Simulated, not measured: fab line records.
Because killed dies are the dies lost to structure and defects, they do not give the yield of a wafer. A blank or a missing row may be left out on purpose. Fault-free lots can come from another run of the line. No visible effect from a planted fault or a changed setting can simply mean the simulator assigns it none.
The tool behind it: which one? / flow rit cmos / at 1 step of a route of 202, 12 lots with 36 wafers sampled

== WHAT THE GAUGES SHOWED, per wafer ==
RIT_NSD_TW_MEAS_10. Usual: NSD_TW 3128, standard deviation 29.
lot=L462; measured=day 3 08:38; on=film metro-02; NSD_TW=3120 3138 3134; flag=
lot=L463; measured=day 3 09:43; on=film metro-01; NSD_TW=3106 3109 3088; flag=
lot=L464; measured=day 3 14:43; on=film metro-03; NSD_TW=3127 3137 3153; flag=
lot=L465; measured=day 3 16:40; on=film metro-03; NSD_TW=3147 3126 3131; flag=
lot=L466; measured=day 3 20:53; on=film metro-02; NSD_TW=3142 3128 3147; flag=
lot=L467; measured=day 4 02:31; on=film metro-02; NSD_TW=3130 3139 3160; flag=
lot=L468; measured=day 4 06:15; on=film metro-01; NSD_TW=3104 3091 3095; flag=
lot=L469; measured=day 4 10:10; on=film metro-02; NSD_TW=3142 3117 3144; flag=
lot=L470; measured=day 4 15:55; on=film metro-01; NSD_TW=3084 3078 3086; flag=
lot=L471; measured=day 4 19:52; on=film metro-02; NSD_TW=3139 3109 3121; flag=
lot=L475; measured=day 5 16:16; on=film metro-02; NSD_TW=3160 3160 3165; flag=
lot=L476; measured=day 5 21:47; on=film metro-03; NSD_TW=3120 3132 3135; flag=

== EACH LOT AND THE TOOL THAT RAN IT (in order: tool; ch and the chambers of the sampled wafers; start) ==
The record shows no process step preceding these readings.

== WHAT THE TOOLS THEMSELVES READ (means of the sampled wafers that have a number; where no wafer has one, the mark that the record gives instead) ==
The record holds no such reading with a usual standard deviation.

== THE ANSWER, worked out from the rows above alone ==
Rule: take the mean of a lot's wafers that have a number; if it is more than 3 standard deviations from the usual mean, the lot is off. Also off: a lot with no number at a reading for which 4 or more lots have one. All remaining lots with rows at the step are treated as sound. Order of review: gauges by route order, followed by the tools' own readings, for which a lot's mean as printed above is used. The first step at which some lot is off is used, and at that step the reading that is off furthest; a lot without a number counts as furthest.
Across all readings shown, no lot is off: no conclusion can be drawn from this.

== WHAT THE SIMULATOR PUT IN ==
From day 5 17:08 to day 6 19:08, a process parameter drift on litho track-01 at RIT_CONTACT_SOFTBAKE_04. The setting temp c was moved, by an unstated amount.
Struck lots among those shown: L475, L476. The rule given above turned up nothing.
